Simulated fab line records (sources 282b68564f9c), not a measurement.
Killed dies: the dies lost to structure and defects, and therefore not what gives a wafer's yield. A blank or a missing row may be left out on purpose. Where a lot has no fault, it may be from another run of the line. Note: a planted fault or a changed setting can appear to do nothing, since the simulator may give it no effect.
Which of the tools did it? + flow rit cmos + 15 lots, 45 wafers sampled, at 2 steps of a route of 202

## WHAT THE GAUGES SHOWED, per wafer
RIT_PWELL_TW_MEAS_10.
| lot  | measured    | on            | PWELL_TW    |
|------|-------------|---------------|-------------|
| L373 | day 2 04:06 | film metro-03 | 940 945 945 |
| L374 | day 2 09:20 | film metro-04 | 974 968 967 |
| L375 | day 2 13:44 | film metro-01 | 966 969 972 |
| L376 | day 2 19:02 | film metro-03 | 948 946 947 |
| L377 | day 2 23:41 | film metro-04 | 962 958 962 |
| L378 | day 3 04:28 | film metro-04 | 965 962 960 |
| L379 | day 3 10:16 | film metro-04 | 30 30 30    |
| L380 | day 3 14:37 | film metro-03 | 30 30 30    |
| L381 | day 3 20:47 | film metro-04 | 31 30 30    |
| L384 | day 4 11:40 | film metro-04 | 970 961 971 |
| L388 | day 5 12:02 | film metro-03 | 951 956 954 |
| L391 | day 6 04:02 | film metro-01 | 973 968 969 |
| L392 | day 6 05:48 | film metro-04 | 962 957 953 |
| L394 | day 6 16:25 | film metro-01 | 971 964 967 |
| L395 | day 6 21:07 | film metro-04 | 959 961 957 |

## TOOL THAT RAN EACH LOT (tool first, then ch and the chambers of the sampled wafers, then the start)
| lot  | RIT_NWELL_STRIP_09                  |
|------|-------------------------------------|
| L373 | plasma asher-02 ch 1, day 2 02:10   |
| L374 | plasma asher-04 ch 0,1, day 2 07:29 |
| L375 | plasma asher-02 ch 0,1, day 2 12:00 |
| L376 | plasma asher-02 ch 0,1, day 2 17:03 |
| L377 | plasma asher-04 ch 0,1, day 2 21:49 |
| L378 | plasma asher-04 ch 0,1, day 3 02:37 |
| L379 | plasma asher-01 ch 0,1, day 3 08:27 |
| L380 | plasma asher-01 ch 0,1, day 3 12:53 |
| L381 | plasma asher-01 ch 0,1, day 3 19:04 |
| L384 | plasma asher-04 ch 0,1, day 4 09:52 |
| L388 | plasma asher-01 ch 0,1, day 5 10:18 |
| L391 | plasma asher-01 ch 0,1, day 6 02:19 |
| L392 | plasma asher-04 ch 0,1, day 6 03:59 |
| L394 | plasma asher-04 ch 0,1, day 6 14:34 |
| L395 | plasma asher-01 ch 0,1, day 6 19:19 |
- RIT_NWELL_STRIP_09: strips in O2, time 180 s.

## WHAT THE TOOLS THEMSELVES READ (means of the sampled wafers that have a number; where no wafer has one, the mark that the record gives instead)
RIT_NWELL_STRIP_09.
| lot  | tool            | chamber pressure mTorr (mTorr) | drypump motor current A (A) |
|------|-----------------|--------------------------------|-----------------------------|
| L373 | plasma asher-02 | 4001                           | 5.09                        |
| L374 | plasma asher-04 | 3998                           | 5.01                        |
| L375 | plasma asher-02 | 4002                           | 5.22                        |
| L376 | plasma asher-02 | 4001                           | 5.39                        |
| L377 | plasma asher-04 | 4004                           | 4.99                        |
| L378 | plasma asher-04 | 3997                           | 5.03                        |
| L379 | plasma asher-01 | -                              | -                           |
| L380 | plasma asher-01 | -                              | -                           |
| L381 | plasma asher-01 | -                              | -                           |
| L384 | plasma asher-04 | 4000                           | 4.95                        |
| L388 | plasma asher-01 | 4001                           | 5.48                        |
| L391 | plasma asher-01 | 4001                           | 5.48                        |
| L392 | plasma asher-04 | 3998                           | 5.01                        |
| L394 | plasma asher-04 | 4002                           | 4.95                        |
| L395 | plasma asher-01 | 4001                           | 5.46                        |

## THE ANSWER, worked out from the rows above alone
Rule: the lots themselves supply what counts as usual. The widest of any qualifying gaps counts: lots, ordered by their means at a reading, are off when they make up no more than a third of the lots, leave a main group of 4 or more, and stand apart from it by 3 or more times the standard deviation of that group's means. A main group is skipped when, at the precision printed for the reading in the tables above, its means are all equal. A lot without any number at a reading at which 4 lots or more have one is off too. The other lots that the step has rows for count as sound. The gauges are gone through in route order, then the tools' own readings, and for those a lot's mean is taken as printed above. The first step at which some lot is off is used, and at that step the reading that is off furthest; a lot without a number counts as furthest.
Off: at RIT_PWELL_TW_MEAS_10 (PWELL_TW), L379, L380, L381. The main group has a mean of 961 with a standard deviation of 8.6.
A tool fits if, at a process step before that reading, it ran every lot that is off, and no sound lot after the first of them. Not tried: the gauges at RIT_PWELL_TW_MEAS_10; whatever is off there is also off at RIT_NWELL_STRIP_09, on other tools, and gauge error can't account for it. Of those tried, none fits.

## WHAT WAS PUT IN BY THE SIMULATOR
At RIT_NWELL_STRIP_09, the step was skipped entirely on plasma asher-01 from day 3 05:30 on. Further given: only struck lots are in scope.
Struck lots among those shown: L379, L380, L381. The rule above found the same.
